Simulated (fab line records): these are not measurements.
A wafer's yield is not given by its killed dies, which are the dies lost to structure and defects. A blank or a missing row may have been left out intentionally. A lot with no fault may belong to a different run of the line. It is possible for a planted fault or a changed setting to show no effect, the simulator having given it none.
Which tool was responsible?    flow rit-cmos    15 lots with 45 wafers sampled at 2 steps, on a route of 202 steps

== WHAT EACH GAUGE READ, for each wafer ==
RIT_NWELL_OVL_MEAS_06. Usual: NWELL_OVL gives -0.5 nm (standard deviation 2).
lot   measured     on          NWELL_OVL (nm)  flag
L921  day 1 23:01  overlay-01  -2.2 -2.3 -1.4  
L922  day 2 01:54  overlay-01  0.5 -0.7 -0.5   
L923  day 2 06:23  overlay-02  -4.2 -5.1 -3.8  
L925  day 2 17:03  overlay-02  1.7 1.2 0.1     
L926  day 2 23:08  overlay-01  -0.4 -1.8 -1.5  
L927  day 3 03:41  overlay-01  -0.8 -1.9 -2.8  
L928  day 3 09:26  overlay-01  -0.3 -2.5 -1.0  
L933  day 4 10:04  overlay-02  1.3 1.5 -0.4    
L936  day 4 23:31  overlay-02  -0.4 1.5 0.3    
L938  day 5 11:17  overlay-01  -1.7 -0.1 -2.9  
L939  day 5 17:38  overlay-02  0.7 1.1 2.0     
L941  day 6 00:23  overlay-02  3.4 4.0 3.5     
L942  day 6 05:38  overlay-02  2.0 1.3 -0.3    
L943  day 6 10:19  overlay-02  -1.5 -0.8 -1.5  
L944  day 6 16:49  overlay-02  1.3 1.4 0.6     

RIT_WELLDRIVE_RS_MEAS_02: a four-point-probe measurement. Usual: PWELL_RS gives 429.6 ohm/sq (standard deviation 1).
lot   measured     on             PWELL_RS (ohm/sq)  flag
L921  day 2 07:15  film-metro-01  429.9 428.5 429.5  
L922  day 2 09:41  film-metro-01  430.5 430.8 430.8  
L923  day 2 13:48  film-metro-01  431.3 429.8 430.3  
L925  day 3 00:36  film-metro-04  430.4 429.6 429.9  
L926  day 3 06:35  film-metro-01  432.1 429.7 429.5  
L927  day 3 11:14  film-metro-01  429.6 428.8 428.2  
L928  day 3 17:01  film-metro-04  429.7 430.6 431.0  
L933  day 4 17:29  film-metro-02  428.8 428.3 427.6  
L936  day 5 07:02  film-metro-01  430.7 431.4 430.5  
L938  day 5 18:43  film-metro-04  429.7 429.7 428.7  
L939  day 6 01:07  film-metro-01  430.8 430.6 431.2  
L941  day 6 07:58  film-metro-01  428.0 429.8 429.6  
L942  day 6 13:05  film-metro-01  427.9 429.4 428.8  
L943  day 6 18:10  film-metro-04  431.3 431.5 431.8  
L944  day 7 02:03  film-metro-01  429.0 429.4 428.3  

== TOOL THAT RAN EACH LOT (tool first, then ch and the chambers of the sampled wafers, then the start) ==
There is no process step in the record ahead of these readings.

== WHAT THE TOOLS THEMSELVES READ (means of the sampled wafers that have a number; where no wafer has one, the mark that the record gives instead) ==
The record holds no such reading with a usual standard deviation.

== THE ANSWER, worked out from the rows above alone ==
Rule: lot off if the mean of its wafers having a number is beyond 3 standard deviations from the usual mean. A lot without any number at a reading at which 4 lots or more have one is off too. The other lots that the step has rows for count as sound. First the gauges in route order, then the tools' own readings, where a lot's mean is used as printed above. At the first step where some lot is off, the reading lying furthest off is the one used; lots without a number count as furthest.
No lot is off at any reading shown: from this, nothing can be told.

== WHAT THE SIMULATOR HAD PUT IN ==
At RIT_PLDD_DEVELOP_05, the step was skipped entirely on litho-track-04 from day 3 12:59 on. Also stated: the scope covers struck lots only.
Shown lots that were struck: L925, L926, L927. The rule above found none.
